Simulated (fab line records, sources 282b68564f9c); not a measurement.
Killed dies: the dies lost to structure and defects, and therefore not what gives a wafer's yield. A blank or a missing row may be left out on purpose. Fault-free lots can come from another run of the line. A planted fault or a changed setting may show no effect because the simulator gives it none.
fab line records | flow rit_cmos
[record] lots = 13 | wafers = 39 | last_day = 7
route steps=202 shown GATE@79 NLDD@109 NSD@137 M1@193
lots with no fault: from the same line, run without faults
start_h: hours from the record's opening day to when the first of the lot's shown wafers began | wait_h: how many hours have passed since the lot's step before this one | " repeats the value in the row above | L1.1+2: a row that stands for several wafers | - no value, or no start given | * or withheld: withheld | < > ~ a bound
route shown NAME@n: names a module that has steps shown in the file, with the first one's number in the route | usual: mean and standard deviation over wafers with no fault | same: alike in all rows | chamber/n: place in a boat | sites: per-site readings | _std_site: standard deviation of those values | _edge_site: mean of outer sites minus mean of inner sites | radius_mm: how far each site lies from the wafer's centre | mask NAME#n: copy n | behind: the tool/chamber that last shaped the wafer | hold: what put the lot on hold/how long, in hours/how the hold closed | device: transistor that didn't switch, given as n, p or np | end of line: tests run on the same wafers once the route is complete | where a step has no rows: the recipe by itself | killed: not the wafer's yield, but the dies lost to structure and defects at the first sort | map: a wafer's dies, x killed, . not, _ none there
set.NAME: the setting the step ran with; set.NAME@STEP: the setting that earlier step ran with | model.NAME: the simulator's own value behind a step, which no gauge read
one table for each step of the route and one row for each wafer, over a sample of lots
services: a tool's chamber out of use, with start hour (start_h, from the record's first day; less than 0 if before it), hours out, and reason
[[steps]]
[step RIT_GATE_CLEAN_04]
[recipe] chemistry = dHF | dilution = 50:1 | time_s = 60 | dry = n2_spin
lot.wafer  | tool         | chamber | start_h | wait_h
L694.1+4+5 | wet_bench-03 | 2       | 41.84   | 0.0
L696.2+3+6 | wet_bench-03 | 2       | 49.18   | 0.0
L697.2+3+6 | wet_bench-01 | 0       | 58.17   | 0.0
L698.1+4+6 | wet_bench-04 | 2       | 62.22   | 0.0
L699.1+3+6 | wet_bench-01 | 0       | 67.14   | 0.0
L700.2+3+5 | wet_bench-03 | 2       | 73.82   | 0.0
L701.2+4+6 | wet_bench-04 | 3       | 79.25   | 0.0
L703.1+2+3 | wet_bench-01 | 0       | 87.28   | 0.0
L705.1+2+3 | wet_bench-03 | 3       | 98.57   | 0.0
L706.2+3+5 | wet_bench-03 | 2       | 99.59   | 0.0
L707.1+2+3 | wet_bench-01 | 1       | 104.69  | 0.0
L708.1+3+4 | wet_bench-04 | 3       | 110.46  | 0.0
L715.3+5+6 | wet_bench-04 | 0       | 146.69  | 0.0
[step RIT_NLDD_OVL_MEAS_06]
[usual] NLDD_OVL = 0.2/1.2
lot.wafer | tool       | chamber | start_h | wait_h | NLDD_OVL[nm]
L694.1    | overlay-02 | -       | 56.55   | -      | -0.4
L694.4    | "          | -       | "       | "      | -1.3
L694.5    | "          | -       | "       | "      | 1.4
L696.2    | overlay-02 | -       | 63.18   | -      | 1.0
L696.3    | "          | -       | "       | "      | 1.1
L696.6    | "          | -       | "       | "      | 2.2
L697.2    | overlay-02 | -       | 69.64   | -      | -2.6
L697.3    | "          | -       | "       | "      | -1.3
L697.6    | "          | -       | "       | "      | -3.0
L698.1    | overlay-02 | -       | 73.12   | -      | 2.6
L698.4    | "          | -       | "       | "      | -1.0
L698.6    | "          | -       | "       | "      | 0.2
L699.1    | overlay-01 | -       | 78.43   | -      | -0.5
L699.3    | "          | -       | "       | "      | -2.8
L699.6    | "          | -       | "       | "      | 0.7
L700.2    | overlay-02 | -       | 84.97   | -      | -0.9
L700.3    | "          | -       | "       | "      | 0.1
L700.5    | "          | -       | "       | "      | -0.5
L701.2    | overlay-02 | -       | 91.73   | -      | -0.8
L701.4    | "          | -       | "       | "      | 0.2
L701.6    | "          | -       | "       | "      | -0.4
L703.1    | overlay-01 | -       | 98.26   | -      | 2.7
L703.2    | "          | -       | "       | "      | 0.6
L703.3    | "          | -       | "       | "      | -0.4
L705.1    | overlay-02 | -       | 107.36  | -      | -0.8
L705.2    | "          | -       | "       | "      | 0.5
L705.3    | "          | -       | "       | "      | 0.3
L706.2    | overlay-02 | -       | 111.09  | -      | 0.8
L706.3    | "          | -       | "       | "      | 1.4
L706.5    | "          | -       | "       | "      | 1.9
L707.1    | overlay-02 | -       | 117.73  | -      | 1.5
L707.2    | "          | -       | "       | "      | 0.1
L707.3    | "          | -       | "       | "      | 1.4
L708.1    | overlay-01 | -       | 120.28  | -      | 1.3
L708.3    | "          | -       | "       | "      | -0.6
L708.4    | "          | -       | "       | "      | -0.7
L715.3    | overlay-01 | -       | 157.12  | -      | -1.4
L715.5    | "          | -       | "       | "      | -0.2
L715.6    | "          | -       | "       | "      | 1.1
[step RIT_NSD_OVL_MEAS_06]
[usual] NSD_OVL = -0.8/1.2
lot.wafer | tool       | chamber | start_h | wait_h | NSD_OVL[nm]
L694.1    | overlay-01 | -       | 62.33   | -      | -0.5
L694.4    | "          | -       | "       | "      | -3.5
L694.5    | "          | -       | "       | "      | -0.1
L696.2    | overlay-01 | -       | 68.59   | -      | -1.0
L696.3    | "          | -       | "       | "      | -0.6
L696.6    | "          | -       | "       | "      | -1.2
L697.2    | overlay-01 | -       | 75.27   | -      | -1.1
L697.3    | "          | -       | "       | "      | -0.1
L697.6    | "          | -       | "       | "      | -1.7
L698.1    | overlay-02 | -       | 78.71   | -      | 0.7
L698.4    | "          | -       | "       | "      | -2.6
L698.6    | "          | -       | "       | "      | 0.7
L699.1    | overlay-02 | -       | 84.31   | -      | -1.9
L699.3    | "          | -       | "       | "      | -1.5
L699.6    | "          | -       | "       | "      | -0.9
L700.2    | overlay-01 | -       | 90.43   | -      | -0.9
L700.3    | "          | -       | "       | "      | -1.1
L700.5    | "          | -       | "       | "      | -1.1
L701.2    | overlay-01 | -       | 97.24   | -      | -0.4
L701.4    | "          | -       | "       | "      | -2.9
L701.6    | "          | -       | "       | "      | -0.6
L703.1    | overlay-01 | -       | 104.90  | -      | 1.1
L703.2    | "          | -       | "       | "      | 1.3
L703.3    | "          | -       | "       | "      | -0.3
L705.1    | overlay-02 | -       | 113.87  | -      | -2.0
L705.2    | "          | -       | "       | "      | -0.5
L705.3    | "          | -       | "       | "      | -2.5
L706.2    | overlay-02 | -       | 116.76  | -      | -0.1
L706.3    | "          | -       | "       | "      | -1.5
L706.5    | "          | -       | "       | "      | -2.0
L707.1    | overlay-01 | -       | 123.24  | -      | -0.8
L707.2    | "          | -       | "       | "      | -1.4
L707.3    | "          | -       | "       | "      | -0.5
L708.1    | overlay-01 | -       | 125.65  | -      | -1.3
L708.3    | "          | -       | "       | "      | -0.4
L708.4    | "          | -       | "       | "      | -1.9
L715.3    | overlay-02 | -       | 162.89  | -      | 2.3
L715.5    | "          | -       | "       | "      | -1.8
L715.6    | "          | -       | "       | "      | -1.1
[step RIT_M1_CD_MEAS_09]
[recipe] target_cd_nm = 2600
[usual] cd_nm = 2600.7/1.6
lot.wafer | tool      | chamber | start_h | wait_h | cd_nm
L694.1    | cd_sem-01 | -       | 69.67   | -      | 2598.6
L694.4    | "         | -       | "       | "      | 2601.5
L694.5    | "         | -       | "       | "      | 2599.6
L696.2    | cd_sem-01 | -       | 76.24   | -      | 2600.8
L696.3    | "         | -       | "       | "      | 2599.8
L696.6    | "         | -       | "       | "      | 2600.9
L697.2    | cd_sem-01 | -       | 83.02   | -      | 2600.5
L697.3    | "         | -       | "       | "      | 2601.5
L697.6    | "         | -       | "       | "      | 2599.0
L698.1    | cd_sem-01 | -       | 86.09   | -      | 2601.2
L698.4    | "         | -       | "       | "      | 2602.5
L698.6    | "         | -       | "       | "      | 2599.3
L699.1    | cd_sem-01 | -       | 91.71   | -      | 2600.1
L699.3    | "         | -       | "       | "      | 2602.9
L699.6    | "         | -       | "       | "      | 2601.2
L700.2    | cd_sem-01 | -       | 98.02   | -      | 2599.5
L700.3    | "         | -       | "       | "      | 2600.3
L700.5    | "         | -       | "       | "      | 2599.9
L701.2    | cd_sem-02 | -       | 104.72  | -      | 2602.4
L701.4    | "         | -       | "       | "      | 2599.8
L701.6    | "         | -       | "       | "      | 2600.6
L703.1    | cd_sem-02 | -       | 112.39  | -      | 2601.3
L703.2    | "         | -       | "       | "      | 2601.3
L703.3    | "         | -       | "       | "      | 2600.7
L705.1    | cd_sem-02 | -       | 121.16  | -      | 2599.3
L705.2    | "         | -       | "       | "      | 2601.8
L705.3    | "         | -       | "       | "      | 2601.4
L706.2    | cd_sem-02 | -       | 124.45  | -      | 2600.8
L706.3    | "         | -       | "       | "      | 2601.0
L706.5    | "         | -       | "       | "      | 2596.6
L707.1    | cd_sem-01 | -       | 130.79  | -      | 2600.8
L707.2    | "         | -       | "       | "      | 2599.9
L707.3    | "         | -       | "       | "      | 2601.2
L708.1    | cd_sem-02 | -       | 132.85  | -      | 2601.0
L708.3    | "         | -       | "       | "      | 2597.8
L708.4    | "         | -       | "       | "      | 2599.0
L715.3    | cd_sem-01 | -       | 170.08  | -      | 2601.5
L715.5    | "         | -       | "       | "      | 2598.9
L715.6    | "         | -       | "       | "      | 2601.3
[step RIT_M1_PROBE_99]
[usual] killed_at_contacts = 0.1/0.31 | killed_at_front_end = 7/3 | killed_dies = 7/3 | killed_on_rim = 1.8/1.2 | killed_open = 3.2/1.9 | killed_short = 3.6/2.2
[same] gross_dies = 264 | killed_at_M0_to_M3 = 0 | killed_at_M4_up = 0 | killed_at_back_side = 0 | killed_at_other = 0
lot.wafer | tool      | chamber | start_h | wait_h | killed_at_contacts | killed_at_front_end | killed_dies | killed_on_rim | killed_open | killed_short
L699.1    | prober-02 | -       | 94.39   | 0.1    | 0                  | 7                   | 7           | 2             | 3           | 4
L699.3    | prober-02 | -       | 94.49   | 0.2    | 0                  | 10                  | 10          | 4             | 5           | 5
L699.6    | prober-02 | -       | 94.64   | 0.2    | 0                  | 15                  | 15          | 1             | 10          | 5
L700.2    | prober-01 | -       | 100.99  | 0.1    | 0                  | 8                   | 8           | 3             | 3           | 5
L700.3    | prober-01 | -       | 101.04  | 0.2    | 0                  | 5                   | 5           | 1             | 5           | 0
L700.5    | prober-01 | -       | 101.14  | 0.2    | 0                  | 8                   | 8           | 1             | 4           | 4
L706.2    | prober-01 | -       | 127.16  | 0.1    | 0                  | 10                  | 10          | 1             | 5           | 5
L706.3    | prober-01 | -       | 127.21  | 0.2    | 1                  | 4                   | 5           | 2             | 4           | 1
L706.5    | prober-01 | -       | 127.31  | 0.2    | 0                  | 6                   | 6           | 2             | 4           | 2
L715.3    | prober-02 | -       | 172.82  | 0.2    | 0                  | 37                  | 37          | 14            | 2           | 4
L715.5    | prober-02 | -       | 172.92  | 0.2    | 0                  | 30                  | 30          | 9             | 2           | 3
L715.6    | prober-02 | -       | 172.97  | 0.2    | 0                  | 35                  | 35          | 12            | 3           | 2
// killed by level:class
L699.1 FOX2:geometric_particle:short=1 FOX2:geometric_particle:open=1 GATE:geometric_particle:short=1 GATE:geometric_particle:open=1 REOX:geometric_particle:short=1 SPACER:geometric_particle:open=1 SILICIDE:geometric_particle:short=1
L699.3 GATE:geometric_particle:short=2 GATE:geometric_particle:open=2 REOX:geometric_particle:short=2 SPACER:geometric_particle:open=2 REOX:geometric_particle:open=1 SPACER:geometric_particle:short=1
L699.6 GATE:geometric_particle:open=6 FOX2:geometric_particle:short=2 REOX:geometric_particle:open=2 FOX1:geometric_particle:short=1 FOX1:geometric_particle:open=1 GATE:geometric_particle:short=1 SPACER:geometric_particle:short=1 SPACER:geometric_particle:open=1
L700.2 FOX1:geometric_particle:open=2 GATE:geometric_particle:short=2 FOX1:geometric_particle:short=1 FOX2:geometric_particle:short=1 REOX:geometric_particle:open=1 SILICIDE:geometric_particle:short=1
L700.3 FOX1:geometric_particle:open=2 FOX2:geometric_particle:open=1 GATE:geometric_particle:open=1 SPACER:geometric_particle:open=1
L700.5 REOX:geometric_particle:short=3 REOX:geometric_particle:open=3 FOX1:geometric_particle:short=1 GATE:geometric_particle:open=1
L706.2 SILICIDE:geometric_particle:open=3 SILICIDE:geometric_particle:short=2 FOX2:geometric_particle:open=1 FOX2:geometric_particle:short=1 GATE:geometric_particle:short=1 REOX:geometric_particle:open=1 REOX:geometric_particle:short=1
L706.3 GATE:geometric_particle:open=2 REOX:geometric_particle:open=1 SILICIDE:geometric_particle:open=1 CONTACT:geometric_particle:short=1
L706.5 GATE:geometric_particle:open=2 GATE:geometric_particle:short=2 REOX:geometric_particle:open=1 SILICIDE:geometric_particle:open=1
L715.3 GATE:unspecified=31 FOX1:geometric_particle:short=3 FOX1:geometric_particle:open=1 SPACER:geometric_particle:open=1 SPACER:geometric_particle:short=1
L715.5 GATE:unspecified=25 GATE:geometric_particle:short=2 GATE:geometric_particle:open=1 SPACER:geometric_particle:open=1 SPACER:geometric_particle:short=1
L715.6 GATE:unspecified=30 GATE:geometric_particle:open=2 FOX2:geometric_particle:open=1 SPACER:geometric_particle:short=1 SILICIDE:geometric_particle:short=1
[[services]]
tool         | chamber | start_h | hours | kind
wet_bench-04 | -       | 53.49   | 1.7   | repair
wet_bench-04 | -       | 108.73  | 0.5   | repair
[[key]]
[first_sign] step = RIT_M1_PROBE_99 | reading = killed_at_front_end | direction = up | sigmas = 9 | usual = 7 | struck = 34
[effect] step = RIT_M1_PROBE_99 | reading = killed_dies | direction = up | sigmas = 8.9 | usual = 7 | struck = 34
met_at RIT_GATE_CLEAN_04
struck_lots L715
struck_wafers L715.3,L715.5,L715.6
tester_left_out L715
not_acting_at RIT_NLDD_OVL_MEAS_06,RIT_NSD_OVL_MEAS_06,RIT_M1_CD_MEAS_09
also_fits time
[fault] kind = chamber_particle_source | tool = wet_bench-04 | chamber = 0 | onset_h = 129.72 | steps = RIT_GATE_CLEAN_04 | rate_per_visit_cm2 = 0.9223 | end_h = 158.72
// tester_left_out: of these lots the tester's yield and bins aren't shown, on N5 and GAA mostly nor the transistor test; their killed dies are dies lost to structure and defects alone, not to doping, threshold or leakage, so they don't give the yield
